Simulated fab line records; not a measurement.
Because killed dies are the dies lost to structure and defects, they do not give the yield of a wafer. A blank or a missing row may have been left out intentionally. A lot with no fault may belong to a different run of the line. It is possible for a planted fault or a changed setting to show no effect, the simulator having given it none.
fab line records + flow berkeley_cmos170
record
- lots=5
- wafers=23
route steps=331 shown V2@306 M3@321
start_h: the number of hours between the record's first day and the start of the first shown wafer of the lot + wait_h: time in hours since the lot's previous step + " same as the row above + L1.1+2: one row covering several wafers at once + - either no value or no given start + * or withheld: withheld + < > ~ a bound
route shown NAME@n: NAME is a module with steps in the file, n the number in the route of the first one + usual: mean and standard deviation over wafers with no fault + same: alike in all rows + chamber/n: place in a boat + sites: each site's reading + _std_site: standard deviation of those values + _edge_site: the outer-site mean with the inner-site mean subtracted + radius_mm: for every site, how far away it sits from the centre of the wafer + mask NAME#n: copy n + behind: the most recent tool/chamber to have shaped the wafer + hold: why the lot went on hold/how many hours it stayed there/how the hold came to an end + device: the n, p or np transistor that did not switch + end of line: tests of these same wafers at the route's end + step lacking rows: just its recipe + killed: count of dies lost to structure and defects at first sort (not the wafer's yield) + map: a wafer's dies, marking killed ones x, the rest . and places with no die _
set.NAME: setting as actually run; set.NAME@STEP: the setting as run at that earlier step + model.NAME: the simulator's own value behind a step, which no gauge read
one table per step and one row per wafer, for lots whose settings were changed on purpose
## steps
# step UCB170_V2_ETCH_14
# recipe
- chemistry=CHF3/CF4/Ar
- target=SiO2
- stop_on=Al
- CHF3_flow_sccm=45
- cf4_flow_sccm=15
- Ar_flow_sccm=150
- pressure_mtorr=200
- rf_w=700
- target_depth_a=12500
- over_etch_frac=0.25
- time_s=291
| lot.wafer | tool        | chamber | start_h | wait_h | set.time_s | set.power_w@M2_SPUTTER_01 | set.peb_temp_c@V2_PEB_10 | model.Al_of_M2_SPUTTER_01.thk_nm | model.KrF_of_V2_COAT_07.thk_nm | model.V2.cd_nm |
|-----------|-------------|---------|---------|--------|------------|---------------------------|--------------------------|----------------------------------|--------------------------------|----------------|
| L074.1    | rie_diel-04 | 3       | 201.10  | 0.0    | 291        | 6000                      | 132.1                    | 891.3                            | 612.8                          | 717.5          |
| L074.2    | "           | 1       | "       | "      | 291        | 5745                      | 130                      | 853.4                            | 612.3                          | 701.7          |
| L074.3    | "           | 0       | "       | "      | 313.5      | 6000                      | 132.1                    | 886                              | 594.7                          | 715.5          |
| L074.4    | "           | 2       | "       | "      | 291        | 6000                      | 130                      | 873.8                            | 618.2                          | 701.1          |
| L074.6    | "           | 2       | "       | "      | 313.5      | 5745                      | 130                      | 835                              | 594.3                          | 703.6          |
| L078.1    | rie_diel-04 | 3       | 221.49  | 0.0    | 291        | 6211                      | 130                      | 932.3                            | 606.8                          | 701.2          |
| L078.2    | "           | 2       | "       | "      | 291        | 6211                      | 128                      | 921.6                            | 614                            | 687.1          |
| L078.3    | "           | 1       | "       | "      | 291        | 6000                      | 128                      | 900.5                            | 608.7                          | 685.7          |
| L078.4    | "           | 0       | "       | "      | 291        | 6000                      | 128                      | 911.1                            | 612.6                          | 685.7          |
| L078.6    | "           | 2       | "       | "      | 291        | 6211                      | 130                      | 928.5                            | 616.1                          | 698.7          |
| L079.2    | rie_diel-01 | 1       | 224.23  | 0.0    | 254        | 6000                      | 130                      | 885.6                            | 644.4                          | 697.9          |
| L079.3    | "           | 3       | "       | "      | 254        | 6290                      | 130                      | 936.1                            | 653.8                          | 696.6          |
| L079.4    | "           | 0       | "       | "      | 291        | 6290                      | 130                      | 939.9                            | 606.2                          | 698.4          |
| L079.5    | "           | 1       | "       | "      | 254        | 6000                      | 130                      | 884.7                            | 647                            | 696.4          |
| L079.6    | "           | 0       | "       | "      | 291        | 6000                      | 130                      | 889.5                            | 604.4                          | 698.4          |
| L084.2    | rie_diel-04 | 1       | 248.04  | 0.0    | 291        | 6000                      | 130                      | 909.8                            | 609.5                          | 700.9          |
| L084.4    | "           | 3       | "       | "      | 291        | 6000                      | 130                      | 897.2                            | 609.6                          | 700.2          |
| L084.5    | "           | 3       | "       | "      | 291        | 6000                      | 130                      | 906.4                            | 612.1                          | 701.6          |
| L083.1    | rie_diel-04 | 2       | 254.16  | 0.0    | 329.3      | 6474                      | 130                      | 963.4                            | 578.7                          | 698.6          |
| L083.3    | "           | 0       | "       | "      | 329.3      | 6000                      | 130                      | 890.3                            | 580.5                          | 698.3          |
| L083.4    | "           | 1       | "       | "      | 291        | 6474                      | 130                      | 980.3                            | 608.9                          | 698.6          |
| L083.5    | "           | 2       | "       | "      | 291        | 6474                      | 130                      | 969.3                            | 614.7                          | 697.2          |
| L083.6    | "           | 3       | "       | "      | 329.3      | 6000                      | 130                      | 897.4                            | 573                            | 699.9          |
# step UCB170_V2_STRIP_15
# recipe
- chemistry=O2
- power_w=400
- pressure_mtorr=3500
- platen_temp_c=withheld
- o2_flow_sccm=400
- overash_fraction=0.5
# usual
- strip_time_to_endpoint_s=15.38/0.1
| lot.wafer | tool            | chamber | start_h | wait_h | set.time_s@V2_ETCH_14 | strip_time_to_endpoint_s |
|-----------|-----------------|---------|---------|--------|-----------------------|--------------------------|
| L074.1    | plasma_asher-03 | 1       | 201.28  | 0.1    | 291                   | 15.38                    |
| L074.2    | "               | 0       | "       | "      | 291                   | 15.38                    |
| L074.3    | "               | 1       | "       | "      | 313.5                 | 14.93                    |
| L074.4    | "               | 0       | "       | "      | 291                   | 15.50                    |
| L074.6    | "               | 1       | "       | "      | 313.5                 | 14.93                    |
| L078.1    | plasma_asher-02 | 1       | 221.67  | 0.1    | 291                   | 15.22                    |
| L078.2    | "               | 0       | "       | "      | 291                   | 15.40                    |
| L078.3    | "               | 1       | "       | "      | 291                   | 15.28                    |
| L078.4    | "               | 0       | "       | "      | 291                   | 15.37                    |
| L078.6    | "               | 0       | "       | "      | 291                   | 15.47                    |
| L079.2    | plasma_asher-03 | 0       | 224.41  | 0.1    | 254                   | 16.06                    |
| L079.3    | "               | 1       | "       | "      | 254                   | 16.27                    |
| L079.4    | "               | 0       | "       | "      | 291                   | 15.22                    |
| L079.5    | "               | 0       | "       | "      | 254                   | 16.11                    |
| L079.6    | "               | 1       | "       | "      | 291                   | 15.20                    |
| L084.2    | plasma_asher-02 | 1       | 248.22  | 0.1    | 291                   | 15.29                    |
| L084.4    | "               | 1       | "       | "      | 291                   | 15.31                    |
| L084.5    | "               | 0       | "       | "      | 291                   | 15.35                    |
| L083.1    | plasma_asher-02 | 0       | 254.33  | 0.1    | 329.3                 | 14.56                    |
| L083.3    | "               | 0       | "       | "      | 329.3                 | 14.62                    |
| L083.4    | "               | 1       | "       | "      | 291                   | 15.28                    |
| L083.5    | "               | 0       | "       | "      | 291                   | 15.41                    |
| L083.6    | "               | 1       | "       | "      | 329.3                 | 14.45                    |
# step UCB170_V2_CD_MEAS_90
# recipe
- target_cd_nm=700
# usual
- cd_nm=699.4/1.7
| lot.wafer | tool      | chamber | start_h | wait_h | set.peb_temp_c@V2_PEB_10 | cd_nm |
|-----------|-----------|---------|---------|--------|--------------------------|-------|
| L074.1    | cd_sem-02 | -       | 201.38  | 0.1    | 132.1                    | 717.6 |
| L074.2    | "         | -       | "       | "      | 130                      | 701.7 |
| L074.3    | "         | -       | "       | "      | 132.1                    | 715.5 |
| L074.4    | "         | -       | "       | "      | 130                      | 701.3 |
| L074.6    | "         | -       | "       | "      | 130                      | 703.4 |
| L078.1    | cd_sem-01 | -       | 221.78  | 0.1    | 130                      | 700.6 |
| L078.2    | "         | -       | "       | "      | 128                      | 687.5 |
| L078.3    | "         | -       | "       | "      | 128                      | 685.8 |
| L078.4    | "         | -       | "       | "      | 128                      | 685.8 |
| L078.6    | "         | -       | "       | "      | 130                      | 698.9 |
| L079.2    | cd_sem-01 | -       | 224.53  | 0.1    | 130                      | 697.6 |
| L079.3    | "         | -       | "       | "      | 130                      | 696.2 |
| L079.4    | "         | -       | "       | "      | 130                      | 698.3 |
| L079.5    | "         | -       | "       | "      | 130                      | 696.5 |
| L079.6    | "         | -       | "       | "      | 130                      | 698.3 |
| L084.2    | cd_sem-01 | -       | 248.34  | 0.1    | 130                      | 701.0 |
| L084.4    | "         | -       | "       | "      | 130                      | 700.3 |
| L084.5    | "         | -       | "       | "      | 130                      | 701.8 |
| L083.1    | cd_sem-02 | -       | 254.43  | 0.1    | 130                      | 698.5 |
| L083.3    | "         | -       | "       | "      | 130                      | 698.0 |
| L083.4    | "         | -       | "       | "      | 130                      | 698.4 |
| L083.5    | "         | -       | "       | "      | 130                      | 697.5 |
| L083.6    | "         | -       | "       | "      | 130                      | 699.8 |
# step UCB170_M3_EXPOSE_12
# recipe
- mask_id=METAL3
- target_cd_nm=700
- na=0.5
- sigma_outer=0.6
- source_shape=conventional
- dose_mj=26
| lot.wafer      | tool           | chamber | start_h | wait_h | mask     | set.dose_mj |
|----------------|----------------|---------|---------|--------|----------|-------------|
| L074.1+6       | krf_scanner-02 | 0       | 203.10  | -      | METAL3#0 | 27.62       |
| L074.2+3+4     | "              | 0       | "       | "      | METAL3#0 | 26          |
| L078.1+2+3+4+6 | krf_scanner-01 | 0       | 224.10  | -      | METAL3#0 | 26          |
| L079.2+5       | krf_scanner-02 | 0       | 226.86  | -      | METAL3#0 | 26          |
| L079.3+4+6     | "              | 0       | "       | "      | METAL3#0 | 24.73       |
| L084.2+4+5     | krf_scanner-02 | 0       | 250.27  | -      | METAL3#0 | 26          |
| L083.1+4       | krf_scanner-01 | 0       | 256.51  | -      | METAL3#0 | 26          |
| L083.3+5+6     | "              | 0       | "       | "      | METAL3#0 | 24.46       |
# step UCB170_M3_PEB_13
# recipe
- peb_temp_c=130
- peb_time_s=withheld
- resist=KrF
# step UCB170_M3_DEVELOP_14
# recipe
- developer=TMAH
- develop_time_s=45
- resist=KrF
- dev_temp_c=21
# step UCB170_M3_CD_MEAS_15
# recipe
- target_cd_nm=700
# usual
- cd_nm=700.7/1.6
| lot.wafer | tool      | chamber | start_h | wait_h | set.dose_mj@M3_EXPOSE_12 | cd_nm |
|-----------|-----------|---------|---------|--------|--------------------------|-------|
| L074.1    | cd_sem-01 | -       | 203.49  | -      | 27.62                    | 691.7 |
| L074.2    | "         | -       | "       | "      | 26                       | 702.8 |
| L074.3    | "         | -       | "       | "      | 26                       | 703.3 |
| L074.4    | "         | -       | "       | "      | 26                       | 703.0 |
| L074.6    | "         | -       | "       | "      | 27.62                    | 692.4 |
| L078.1    | cd_sem-02 | -       | 224.49  | -      | 26                       | 699.6 |
| L078.2    | "         | -       | "       | "      | 26                       | 700.1 |
| L078.3    | "         | -       | "       | "      | 26                       | 700.9 |
| L078.4    | "         | -       | "       | "      | 26                       | 699.9 |
| L078.6    | "         | -       | "       | "      | 26                       | 701.1 |
| L079.2    | cd_sem-02 | -       | 227.69  | -      | 26                       | 703.2 |
| L079.3    | "         | -       | "       | "      | 24.73                    | 711.5 |
| L079.4    | "         | -       | "       | "      | 24.73                    | 711.8 |
| L079.5    | "         | -       | "       | "      | 26                       | 701.0 |
| L079.6    | "         | -       | "       | "      | 24.73                    | 712.1 |
| L084.2    | cd_sem-02 | -       | 250.82  | -      | 26                       | 698.4 |
| L084.4    | "         | -       | "       | "      | 26                       | 699.7 |
| L084.5    | "         | -       | "       | "      | 26                       | 699.0 |
| L083.1    | cd_sem-01 | -       | 257.34  | -      | 26                       | 697.6 |
| L083.3    | "         | -       | "       | "      | 24.46                    | 708.9 |
| L083.4    | "         | -       | "       | "      | 26                       | 698.6 |
| L083.5    | "         | -       | "       | "      | 24.46                    | 707.3 |
| L083.6    | "         | -       | "       | "      | 24.46                    | 708.8 |
# step UCB170_M3_ETCH_17
# recipe
- chemistry=N2/H2
- target_depth_a=withheld
- overetch_a=withheld
- target=BARC
- time_s=withheld
- source_w=500
- bias_w=100
- pressure_mtorr=30
- n2_flow_sccm=100
- h2_flow_sccm=200
| lot.wafer | tool        | chamber | start_h | wait_h | set.dose_mj@M3_EXPOSE_12 | model.M3.cd_nm |
|-----------|-------------|---------|---------|--------|--------------------------|----------------|
| L074.1    | rie_diel-01 | 3       | 203.64  | 0.0    | 27.62                    | 692.4          |
| L074.2+4  | "           | 1,0     | "       | "      | 26                       | 702.5          |
| L074.3    | "           | 2       | "       | "      | 26                       | 702.7          |
| L074.6    | "           | 1       | "       | "      | 27.62                    | 691.8          |
| L078.1    | rie_diel-03 | 1       | 224.65  | 0.0    | 26                       | 700.2          |
| L078.2    | "           | 0       | "       | "      | 26                       | 700.6          |
| L078.3    | "           | 3       | "       | "      | 26                       | 700            |
| L078.4    | "           | 2       | "       | "      | 26                       | 700.9          |
| L078.6    | "           | 2       | "       | "      | 26                       | 702.1          |
| L079.2    | rie_diel-03 | 1       | 227.82  | 0.0    | 26                       | 704.2          |
| L079.3    | "           | 0       | "       | "      | 24.73                    | 712.5          |
| L079.4    | "           | 2       | "       | "      | 24.73                    | 712.3          |
| L079.5    | "           | 0       | "       | "      | 26                       | 701.5          |
| L079.6    | "           | 3       | "       | "      | 24.73                    | 712.2          |
| L084.2    | rie_diel-03 | 0       | 250.96  | 0.0    | 26                       | 698.7          |
| L084.4    | "           | 2       | "       | "      | 26                       | 700.5          |
| L084.5    | "           | 3       | "       | "      | 26                       | 699.3          |
| L083.1    | rie_diel-02 | 0       | 257.49  | 0.0    | 26                       | 696.8          |
| L083.3    | "           | 2       | "       | "      | 24.46                    | 708.8          |
| L083.4    | "           | 2       | "       | "      | 26                       | 698.4          |
| L083.5    | "           | 3       | "       | "      | 24.46                    | 706.6          |
| L083.6    | "           | 0       | "       | "      | 24.46                    | 708.4          |
# step UCB170_M3_METAL_ETCH_18
# recipe
- chemistry=Cl2/BCl3
- target=Al
- stop_on=SiO2
- pressure_mtorr=12
- target_depth_a=11700
- over_etch_frac=0.3
- time_s=195
- icp_w=600
- bias_w=120
- Cl2_flow_sccm=90
- bcl3_flow_sccm=45
| lot.wafer | tool         | chamber | start_h | wait_h | set.dose_mj@M3_EXPOSE_12 | model.M3.cd_nm |
|-----------|--------------|---------|---------|--------|--------------------------|----------------|
| L074.1    | rie_metal-01 | 1       | 203.69  | -      | 27.62                    | 690.5          |
| L074.2    | "            | 0       | "       | "      | 26                       | 699.9          |
| L074.3    | "            | 1       | "       | "      | 26                       | 703.6          |
| L074.4    | "            | 0       | "       | "      | 26                       | 702.1          |
| L074.6    | "            | 0       | "       | "      | 27.62                    | 692.3          |
| L078.1    | rie_metal-04 | 1       | 224.69  | -      | 26                       | 700.9          |
| L078.2    | "            | 0       | "       | "      | 26                       | 705            |
| L078.3    | "            | 1       | "       | "      | 26                       | 701.8          |
| L078.4    | "            | 0       | "       | "      | 26                       | 705.1          |
| L078.6    | "            | 0       | "       | "      | 26                       | 705.9          |
| L079.2    | rie_metal-04 | 1       | 227.87  | -      | 26                       | 707.6          |
| L079.3    | "            | 1       | "       | "      | 24.73                    | 714.9          |
| L079.4+6  | "            | 0,1     | "       | "      | 24.73                    | 716.8          |
| L079.5    | "            | 0       | "       | "      | 26                       | 704.7          |
| L084.2    | rie_metal-02 | 1       | 251.00  | -      | 26                       | 697.2          |
| L084.4    | "            | 1       | "       | "      | 26                       | 700.1          |
| L084.5    | "            | 1       | "       | "      | 26                       | 700.5          |
| L083.1    | rie_metal-02 | 0       | 257.53  | -      | 26                       | 699.1          |
| L083.3    | "            | 0       | "       | "      | 24.46                    | 713.4          |
| L083.4    | "            | 1       | "       | "      | 26                       | 695.5          |
| L083.5    | "            | 0       | "       | "      | 24.46                    | 709.7          |
| L083.6    | "            | 1       | "       | "      | 24.46                    | 706.9          |
# step UCB170_M3_STRIP_19
# recipe
- chemistry=O2
- power_w=400
- pressure_mtorr=3500
- platen_temp_c=withheld
- o2_flow_sccm=400
- overash_fraction=0.5
# step UCB170_M3_CD_MEAS_90
# recipe
- target_cd_nm=700
# usual
- cd_nm=701/3.8
| lot.wafer | tool      | chamber | start_h | wait_h | set.dose_mj@M3_EXPOSE_12 | cd_nm |
|-----------|-----------|---------|---------|--------|--------------------------|-------|
| L074.1    | cd_sem-01 | -       | 203.97  | 0.1    | 27.62                    | 690   |
| L074.2    | "         | -       | "       | "      | 26                       | 700   |
| L074.3    | "         | -       | "       | "      | 26                       | 704   |
| L074.4    | "         | -       | "       | "      | 26                       | 702   |
| L074.6    | "         | -       | "       | "      | 27.62                    | 692   |
| L078.1    | cd_sem-01 | -       | 224.98  | 0.1    | 26                       | 701   |
| L078.2    | "         | -       | "       | "      | 26                       | 705   |
| L078.3    | "         | -       | "       | "      | 26                       | 702   |
| L078.4    | "         | -       | "       | "      | 26                       | 705   |
| L078.6    | "         | -       | "       | "      | 26                       | 705   |
| L079.2    | cd_sem-02 | -       | 228.17  | 0.1    | 26                       | 708   |
| L079.3    | "         | -       | "       | "      | 24.73                    | 715   |
| L079.4    | "         | -       | "       | "      | 24.73                    | 717   |
| L079.5    | "         | -       | "       | "      | 26                       | 705   |
| L079.6    | "         | -       | "       | "      | 24.73                    | 717   |
| L084.2    | cd_sem-01 | -       | 251.31  | 0.1    | 26                       | 697   |
| L084.4    | "         | -       | "       | "      | 26                       | 700   |
| L084.5    | "         | -       | "       | "      | 26                       | 701   |
| L083.1    | cd_sem-02 | -       | 257.82  | 0.1    | 26                       | 699   |
| L083.3    | "         | -       | "       | "      | 24.46                    | 713   |
| L083.4    | "         | -       | "       | "      | 26                       | 696   |
| L083.5    | "         | -       | "       | "      | 24.46                    | 710   |
| L083.6    | "         | -       | "       | "      | 24.46                    | 707   |
## key
split
- step=UCB170_V2_ETCH_14
- setting=time_s
- stated=291
- by=wafer
response
- step=UCB170_V2_ETCH_14
- reading=model.KrF_of_V2_COAT_07.thk_nm
- change=-2.93
- per=1%
- r=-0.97
response
- step=UCB170_V2_STRIP_15
- reading=strip_time_to_endpoint_s
- change=*
- per=1%
- r=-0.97
split
- step=UCB170_M3_EXPOSE_12
- setting=dose_mj
- stated=26
- by=wafer
response
- step=UCB170_M3_CD_MEAS_15
- reading=cd_nm
- change=-1.81
- per=1%
- r=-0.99
response
- step=UCB170_M3_ETCH_17
- reading=model.M3.cd_nm
- change=-1.77
- per=1%
- r=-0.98
response
- step=UCB170_M3_METAL_ETCH_18
- reading=model.M3.cd_nm
- change=-1.94
- per=1%
- r=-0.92
response
- step=UCB170_M3_CD_MEAS_90
- reading=cd_nm
- change=-1.94
- per=1%
- r=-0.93
split outside_this_file step=UCB170_M2_SPUTTER_01 setting=power_w
split outside_this_file step=UCB170_V2_PEB_10 setting=peb_temp_c
# split outside_this_file: this setting was split too, and the file shows its column; the key of that split is in another file
